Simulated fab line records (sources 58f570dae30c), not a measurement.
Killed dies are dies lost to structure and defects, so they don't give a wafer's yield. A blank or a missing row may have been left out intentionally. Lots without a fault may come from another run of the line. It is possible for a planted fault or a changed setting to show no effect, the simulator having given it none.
What tool caused it? + flow berkeleyCmos170 + 14 lots, 42 wafers sampled, at 6 steps of a route of 331

== WHAT EACH GAUGE READ, for each wafer ==
UCB170_ACTIVE_THK_MEAS_06.
| lot  | measured    | on           | ACTIVE_NITRIDE_THK (nm) |
|------|-------------|--------------|-------------------------|
| L236 | day 4 13:18 | filmMetro-02 | 219.6 219.7 217.9       |
| L238 | day 5 00:28 | filmMetro-02 | 217.7 218.2 217.8       |
| L239 | day 5 00:26 | filmMetro-01 | 218.4 219.0 219.2       |
| L240 | day 5 15:33 | filmMetro-04 | 219.8 221.4 220.3       |
| L241 | day 5 23:44 | filmMetro-01 | 220.7 219.4 221.2       |
| L242 | day 5 23:48 | filmMetro-01 | 221.1 219.7 219.4       |
| L244 | day 5 23:44 | filmMetro-02 | 219.5 216.9 215.9       |
| L243 | day 5 23:44 | filmMetro-04 | 219.5 223.0 220.7       |
| L245 | day 6 11:19 | filmMetro-01 | 219.9 220.8 219.8       |
| L247 | day 7 01:55 | filmMetro-01 | 219.5 221.0 219.7       |
| L248 | day 7 01:55 | filmMetro-04 | 220.3 220.3 220.9       |
| L249 | day 7 16:40 | filmMetro-04 | 134.2 134.7 135.2       |
| L250 | day 7 16:40 | filmMetro-02 | 137.4 135.7 138.0       |
| L254 | day 8 23:26 | filmMetro-04 | 216.6 218.1 218.7       |

UCB170_ACTIVE_OVL_MEAS_14.
| lot  | measured    | on         | ACTIVE_OVL (nm) |
|------|-------------|------------|-----------------|
| L236 | day 4 15:23 | overlay-02 | -6 -6 3         |
| L238 | day 5 03:19 | overlay-01 | 0 6 3           |
| L239 | day 5 03:19 | overlay-02 | 8 1 5           |
| L240 | day 5 16:56 | overlay-02 | 1 -1 -3         |
| L241 | day 6 01:05 | overlay-02 | 3 2 -6          |
| L242 | day 6 02:02 | overlay-02 | 2 -4 0          |
| L244 | day 6 01:29 | overlay-02 | -2 -8 0         |
| L243 | day 6 01:46 | overlay-01 | 4 6 9           |
| L245 | day 6 13:26 | overlay-02 | 2 7 2           |
| L247 | day 7 02:55 | overlay-01 | 0 2 -9          |
| L248 | day 7 03:10 | overlay-01 | 0 1 -1          |
| L249 | day 7 18:03 | overlay-01 | -6 -6 -7        |
| L250 | day 7 17:49 | overlay-02 | -3 -5 -3        |
| L254 | day 9 01:14 | overlay-02 | -2 1 -4         |

UCB170_NSD_TW_MEAS_10.
| lot  | measured     | on           | NSD_TW         |
|------|--------------|--------------|----------------|
| L236 | day 7 23:11  | filmMetro-01 | 4162 4190 4194 |
| L238 | day 8 17:32  | filmMetro-01 | 4226 4208 4199 |
| L239 | day 8 17:44  | filmMetro-04 | 4175 4192 4204 |
| L240 | day 8 18:01  | filmMetro-01 | 4157 4213 4195 |
| L241 | day 9 23:04  | filmMetro-02 | 4199 4220 4200 |
| L242 | day 9 22:31  | filmMetro-02 | 4196 4200 4203 |
| L244 | day 9 22:37  | filmMetro-04 | 4220 4203 4203 |
| L243 | day 9 22:47  | filmMetro-02 | 4203 4205 4202 |
| L245 | day 10 09:25 | filmMetro-02 | 4219 4231 4209 |
| L247 | day 10 21:59 | filmMetro-02 | 4227 4248 4216 |
| L248 | day 10 21:17 | filmMetro-02 | 4233 4229 4220 |
| L249 | day 11 09:49 | filmMetro-04 | 4218 4206 4212 |
| L250 | day 11 10:03 | filmMetro-02 | 4140 4157 4171 |
| L254 | day 12 10:08 | filmMetro-01 | 4164 4176 4158 |

== WHICH TOOL RAN EACH LOT (tool, then ch and the chambers of the sampled wafers, then the start) ==
| lot  | UCB170_ZERO_ETCH_06              | UCB170_ACTIVE_CVD_05       | UCB170_ACTIVE_ETCH_15            |
|------|----------------------------------|----------------------------|----------------------------------|
| L236 | rieDiel-01 ch 0,1,3, day 1 20:41 | lpcvd-02 ch 0, day 4 11:23 | rieDiel-03 ch 2,3, day 4 15:25   |
| L238 | rieDiel-04 ch 0,1,2, day 2 06:25 | lpcvd-02 ch 1, day 4 21:16 | rieDiel-01 ch 2,3, day 5 03:20   |
| L239 | rieDiel-02 ch 0,2,3, day 2 10:34 | lpcvd-02 ch 1, day 4 21:16 | rieDiel-04 ch 1,3, day 5 03:21   |
| L240 | rieDiel-01 ch 1,2,3, day 2 19:09 | lpcvd-01 ch 0, day 5 13:38 | rieDiel-01 ch 1,2,3, day 5 16:58 |
| L241 | rieDiel-04 ch 0,3, day 3 03:13   | lpcvd-01 ch 1, day 5 21:49 | rieDiel-01 ch 1,3, day 6 01:07   |
| L242 | rieDiel-01 ch 0,3, day 3 03:28   | lpcvd-01 ch 0, day 5 21:49 | rieDiel-01 ch 1,2,3, day 6 02:04 |
| L244 | rieDiel-02 ch 0,1,3, day 3 12:22 | lpcvd-01 ch 0, day 5 21:49 | rieDiel-03 ch 0,2,3, day 6 01:31 |
| L243 | rieDiel-04 ch 0,1,2, day 3 12:46 | lpcvd-01 ch 1, day 5 21:49 | rieDiel-04 ch 0,2,3, day 6 01:48 |
| L245 | rieDiel-04 ch 0,1,3, day 3 18:10 | lpcvd-01 ch 0, day 6 09:24 | rieDiel-03 ch 2,3, day 6 13:28   |
| L247 | rieDiel-04 ch 0,3, day 4 04:22   | lpcvd-02 ch 1, day 6 23:59 | rieDiel-03 ch 0,1,3, day 7 02:57 |
| L248 | rieDiel-01 ch 1,2, day 4 07:12   | lpcvd-02 ch 1, day 6 23:59 | rieDiel-01 ch 0,1,2, day 7 03:12 |
| L249 | rieDiel-04 ch 0,2,3, day 4 16:40 | lpcvd-02 ch 1, day 7 14:45 | rieDiel-04 ch 0,1,3, day 7 18:05 |
| L250 | rieDiel-02 ch 2,3, day 4 16:57   | lpcvd-02 ch 0, day 7 14:45 | rieDiel-03 ch 0,1, day 7 17:51   |
| L254 | rieDiel-04 ch 1,2,3, day 5 15:13 | lpcvd-01 ch 1, day 8 21:30 | rieDiel-03 ch 0,1, day 9 01:16   |
- UCB170_ZERO_ETCH_06: etches SiO2 in CHF3/CF4/Ar, time 12 s.
- UCB170_ACTIVE_CVD_05: deposits Si3N4 from SiH2Cl2/NH3, target thk 220 nm, time 3300 s.
- UCB170_ACTIVE_ETCH_15: etches Si3N4 in CH3F/Ar/O2, stops on SiO2, target depth 242 nm, time 151 s.

== AS READ BY THE TOOLS THEMSELVES (means over the sampled wafers that have a number; for cases with no such wafer, the mark the record gives instead) ==
UCB170_ZERO_ETCH_06.
| lot  | tool       | cf4FlowSccm (sccm) | drypumpMotorCurrentA (A) | mfcArSccm (sccm) | oesProductAu (a.u.) | throttleValvePct (%) |
|------|------------|--------------------|--------------------------|------------------|---------------------|----------------------|
| L236 | rieDiel-01 | 9.994              | 6.0                      | 119.7            | 0.626               | 9.32                 |
| L238 | rieDiel-04 | 9.991              | 6.2                      | 119.8            | 0.627               | 9.17                 |
| L239 | rieDiel-02 | 10.012             | 5.7                      | 119.9            | 0.627               | 9.19                 |
| L240 | rieDiel-01 | 10.001             | 5.6                      | 120.0            | 0.617               | 9.27                 |
| L241 | rieDiel-04 | 9.978              | 6.1                      | 120.1            | 0.619               | 9.38                 |
| L242 | rieDiel-01 | 9.994              | 6.1                      | 119.7            | 0.614               | 9.25                 |
| L244 | rieDiel-02 | 9.994              | 5.6                      | 119.9            | 0.620               | 9.22                 |
| L243 | rieDiel-04 | 10.005             | 6.2                      | 120.0            | 0.624               | 9.17                 |
| L245 | rieDiel-04 | 9.995              | 6.2                      | 119.8            | 0.621               | 9.31                 |
| L247 | rieDiel-04 | 9.979              | 5.9                      | 120.0            | 0.623               | 9.34                 |
| L248 | rieDiel-01 | 9.985              | 5.5                      | 119.8            | 0.615               | 9.32                 |
| L249 | rieDiel-04 | 9.993              | 6.2                      | 119.7            | 0.626               | 9.23                 |
| L250 | rieDiel-02 | 9.979              | 6.0                      | 120.2            | 0.619               | 9.26                 |
| L254 | rieDiel-04 | 10.019             | 6.4                      | 120.3            | 0.622               | 9.21                 |

UCB170_ACTIVE_CVD_05.
| lot  | tool     | spikeTcCentreC (C) | spikeTcLoadC (C) | spikeTcSourceC (C) | susceptorTempC (C) |
|------|----------|--------------------|------------------|--------------------|--------------------|
| L236 | lpcvd-02 | 802.2              | 821.5            | 820                | 799.9              |
| L238 | lpcvd-02 | 802.7              | 825.9            | 822                | 799.9              |
| L239 | lpcvd-02 | 804.6              | 826.7            | 823                | 800.1              |
| L240 | lpcvd-01 | 802.0              | 825.4            | 827                | 799.8              |
| L241 | lpcvd-01 | 801.6              | 823.9            | 830                | 799.9              |
| L242 | lpcvd-01 | 801.1              | 826.0            | 826                | 799.9              |
| L244 | lpcvd-01 | 800.9              | 826.8            | 827                | 800.1              |
| L243 | lpcvd-01 | 803.4              | 823.7            | 830                | 799.7              |
| L245 | lpcvd-01 | 802.4              | 826.6            | 827                | 800.4              |
| L247 | lpcvd-02 | 804.2              | 825.1            | 823                | 799.9              |
| L248 | lpcvd-02 | 804.0              | 826.7            | 823                | 799.9              |
| L249 | lpcvd-02 | 778.0              | 800.6            | 798                | 775.4              |
| L250 | lpcvd-02 | 776.2              | 797.5            | 796                | 775.0              |
| L254 | lpcvd-01 | 803.1              | 823.2            | 829                | 800.1              |

UCB170_ACTIVE_ETCH_15.
| lot  | tool       | drypumpMotorCurrentA (A) | mfcArSccm (sccm) | oesProductAu (a.u.) | throttleValvePct (%) |
|------|------------|--------------------------|------------------|---------------------|----------------------|
| L236 | rieDiel-03 | 6.2                      | 49.98            | 0.940               | 8.04                 |
| L238 | rieDiel-01 | 5.5                      | 49.98            | 0.919               | 8.07                 |
| L239 | rieDiel-04 | 6.4                      | 49.84            | 0.936               | 8.19                 |
| L240 | rieDiel-01 | 5.6                      | 50.01            | 0.936               | 8.08                 |
| L241 | rieDiel-01 | 5.6                      | 50.05            | 0.946               | 8.11                 |
| L242 | rieDiel-01 | 5.5                      | 49.95            | 0.935               | 8.08                 |
| L244 | rieDiel-03 | 6.0                      | 49.86            | 0.917               | 8.09                 |
| L243 | rieDiel-04 | 6.1                      | 50.11            | 0.955               | 8.06                 |
| L245 | rieDiel-03 | 6.3                      | 50.02            | 0.933               | 8.12                 |
| L247 | rieDiel-03 | 5.7                      | 49.97            | 0.930               | 8.02                 |
| L248 | rieDiel-01 | 5.8                      | 50.01            | 0.942               | 8.15                 |
| L249 | rieDiel-04 | 6.2                      | 50.11            | 0.723               | 8.12                 |
| L250 | rieDiel-03 | 5.6                      | 49.87            | 0.712               | 8.06                 |
| L254 | rieDiel-03 | 5.5                      | 50.00            | 0.933               | 8.04                 |

== THE ANSWER, worked out from the rows above alone ==
Rule: usual is defined by the lots themselves. Put in order of their means at a reading, lots are off if they are a third of the lots or fewer, leave a main group of 4 or more, and stand apart from it by a gap of 3 or more times the standard deviation of the main group's means; of several such gaps the widest counts. Not used: any main group whose means are identical at the precision the tables above print for the reading. Also off: a lot with no number at a reading for which 4 or more lots have one. Where the step has rows for the other lots, those lots are counted as sound. Order of review: gauges by route order, followed by the tools' own readings, for which a lot's mean as printed above is used. At the first step where some lot is off, the reading lying furthest off is the one used; lots without a number count as furthest.
Off: at UCB170_ACTIVE_THK_MEAS_06 (ACTIVE_NITRIDE_THK), L249, L250. The main group: mean 219.5 nm, standard deviation 1.2.
If a tool, at a process step before that reading, ran all the lots that are off and no sound lot after the first of them, it fits. The gauges at UCB170_ACTIVE_THK_MEAS_06 aren't tried: what is off there is off at UCB170_ACTIVE_CVD_05 too, on other tools, and a gauge's error can't cause that. One candidate fits, namely lpcvd-02 at UCB170_ACTIVE_CVD_05. A fault onset in the window from L247 (day 6 23:59, its last sound lot) to L249 (day 7 14:45, its first lot off) fits.
The tool's own readings at UCB170_ACTIVE_CVD_05 bear it out: on the lots that are off they differ by more than 5 times the standard deviation of the sound lots' means. spikeTcCentreC reads 777.1 C there against 802.7 C on the sound lots; spikeTcLoadC reads 799.0 C there against 825.1 C on the sound lots; spikeTcSourceC reads 797 C there against 826 C on the sound lots; susceptorTempC reads 775.2 C there against 800.0 C on the sound lots.

== WHAT THE SIMULATOR HAD PUT IN ==
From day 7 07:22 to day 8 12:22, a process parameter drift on lpcvd-02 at UCB170_ACTIVE_CVD_05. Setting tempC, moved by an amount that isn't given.
Shown lots that were struck: L249, L250. Same finding as the rule above.
